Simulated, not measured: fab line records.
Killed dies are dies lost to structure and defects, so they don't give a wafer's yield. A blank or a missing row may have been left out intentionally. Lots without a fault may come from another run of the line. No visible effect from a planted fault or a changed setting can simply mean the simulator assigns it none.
Which of the tools did it?	flow berkeley cmos170	14 lots, 42 wafers sampled, at 2 steps of a route of 331

WHAT EACH GAUGE READ, for each wafer
UCB170_V1_CD_MEAS_12 targets a cd of 700 nm. Usual: 700.1 nm for cd nm, sd 1.3.
lot	measured	on	cd nm (nm)	flag
L101	day 7 18:22	cd sem-02	700.2 701.5 699.2	
L102	day 7 18:23	cd sem-01	701.7 702.0 702.0	
L108	day 8 13:25	cd sem-02	700.5 699.4 699.4	
L104	day 8 13:29	cd sem-01	700.2 699.8 699.9	
L107	day 8 13:33	cd sem-02	699.9 698.6 699.3	
L106	day 8 13:49	cd sem-02	701.3 701.1 701.0	
L110	day 9 12:47	cd sem-02	700.8 701.5 701.8	
L109	day 9 13:03	cd sem-02	701.3 702.7 701.2	
L112	day 9 17:35	cd sem-01	701.2 701.1 700.0	
L113	day 9 18:05	cd sem-01	701.1 700.2 700.0	
L116	day 10 06:20	cd sem-02	678.5 677.1 677.6	OFF
L117	day 10 14:25	cd sem-01	682.7 683.5 682.3	OFF
L118	day 11 04:29	cd sem-01	698.1 698.8 698.2	
L124	day 11 18:35	cd sem-01	699.7 699.6 699.9	

EACH LOT AND THE TOOL THAT RAN IT (in order: tool; ch and the chambers of the sampled wafers; start)
lot	UCB170_V1_PEB_10
L101	litho track-03 ch 0, day 7 18:06
L102	litho track-01 ch 0, day 7 18:07
L108	litho track-02 ch 0, day 8 13:08
L104	litho track-01 ch 0, day 8 13:11
L107	litho track-03 ch 0, day 8 13:17
L106	litho track-03 ch 0, day 8 13:32
L110	litho track-03 ch 0, day 9 12:31
L109	litho track-03 ch 0, day 9 12:46
L112	litho track-01 ch 0, day 9 17:19
L113	litho track-02 ch 0, day 9 17:49
L116	litho track-02 ch 0, day 10 06:04
L117	litho track-02 ch 0, day 10 14:04
L118	litho track-03 ch 0, day 11 04:12
L124	litho track-03 ch 0, day 11 18:19
- UCB170_V1_PEB_10

AS READ BY THE TOOLS THEMSELVES (means over the sampled wafers that have a number; for cases with no such wafer, the mark the record gives instead)
UCB170_V1_PEB_10. Usual: 56.79 W for heater power total W, sd 0.044.
lot	tool	heater power total W (W)	flag
L101	litho track-03	56.83	
L102	litho track-01	56.80	
L108	litho track-02	56.78	
L104	litho track-01	56.81	
L107	litho track-03	56.82	
L106	litho track-03	56.81	
L110	litho track-03	56.79	
L109	litho track-03	56.78	
L112	litho track-01	56.81	
L113	litho track-02	56.79	
L116	litho track-02	62.47	OFF
L117	litho track-02	62.46	OFF
L118	litho track-03	56.82	
L124	litho track-03	56.77	

THE ANSWER, worked out from the rows above alone
Rule: a lot counts as off when the mean over its wafers that have a number is more than 3 standard deviations away from the usual mean. Also off: a lot with no number at a reading for which 4 or more lots have one. Any other lot the step has rows for is counted as sound. Order of review: gauges by route order, followed by the tools' own readings, for which a lot's mean as printed above is used. The first step at which some lot is off is used, and at that step the reading that is off furthest; a lot without a number counts as furthest.
Off, at UCB170_V1_CD_MEAS_12 on cd nm: L116, L117.
A tool fits if, at a process step before that reading, it ran every lot that is off, and no sound lot after the first of them. Not tried: the gauges at UCB170_V1_CD_MEAS_12; whatever is off there is also off at UCB170_V1_PEB_10, on other tools, and gauge error can't account for it. One fits: UCB170_V1_PEB_10 on litho track-02. A fault onset in the window from L113 (day 9 17:49, its last sound lot) to L116 (day 10 06:04, its first lot off) fits.
On the lots that are off, the tool's own readings at UCB170_V1_PEB_10 differ by more than 5 times the standard deviation of the sound lots' means, which bears it out; heater power total W reads 62.47 W there versus 56.80 W on the sound lots.

WHAT THE SIMULATOR PUT IN
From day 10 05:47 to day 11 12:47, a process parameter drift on litho track-02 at UCB170_V1_PEB_10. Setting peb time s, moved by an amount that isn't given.
Shown lots that were struck: L116, L117. The rule above reached the same finding.
